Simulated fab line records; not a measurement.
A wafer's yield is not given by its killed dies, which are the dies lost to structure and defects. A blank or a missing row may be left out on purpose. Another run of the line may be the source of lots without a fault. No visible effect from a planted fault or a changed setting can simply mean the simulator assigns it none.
Which tool did it? / flow berkeley cmos170 / at 1 step of a route of 331, 7 lots with 21 wafers sampled

== WHAT EACH GAUGE READ, for each wafer ==
UCB170_NWELL_OVL_MEAS_12.
lot=L734; measured=day 2 14:26; on=overlay-01; NWELL_OVL (nm)=5 4 9
lot=L737; measured=day 3 11:59; on=overlay-02; NWELL_OVL (nm)=8 7 9
lot=L742; measured=day 3 22:56; on=overlay-02; NWELL_OVL (nm)=6 1 14
lot=L747; measured=day 5 11:51; on=overlay-01; NWELL_OVL (nm)=16 5 5
lot=L748; measured=day 5 14:49; on=overlay-01; NWELL_OVL (nm)=0 2 9
lot=L754; measured=day 6 21:14; on=overlay-02; NWELL_OVL (nm)=6 5 9
lot=L756; measured=day 7 03:11; on=overlay-02; NWELL_OVL (nm)=9 13 11

== WHICH TOOL RAN EACH LOT (tool, then ch and the chambers of the sampled wafers, then the start) ==
No process step before these readings appears in the record.

== THE ANSWER, worked out from the rows above alone ==
Rule: the lots themselves supply what counts as usual. Put in order of their means at a reading, lots are off if they are a third of the lots or fewer, leave a main group of 4 or more, and stand apart from it by a gap of 3 or more times the standard deviation of the main group's means; of several such gaps the widest counts. Not used: any main group whose means are identical at the precision the tables above print for the reading. A lot without any number at a reading at which 4 lots or more have one is off too. Any other lot the step has rows for is counted as sound.
Across all readings shown, no lot is off: no conclusion can be drawn from this.

== WHAT WAS PUT IN BY THE SIMULATOR ==
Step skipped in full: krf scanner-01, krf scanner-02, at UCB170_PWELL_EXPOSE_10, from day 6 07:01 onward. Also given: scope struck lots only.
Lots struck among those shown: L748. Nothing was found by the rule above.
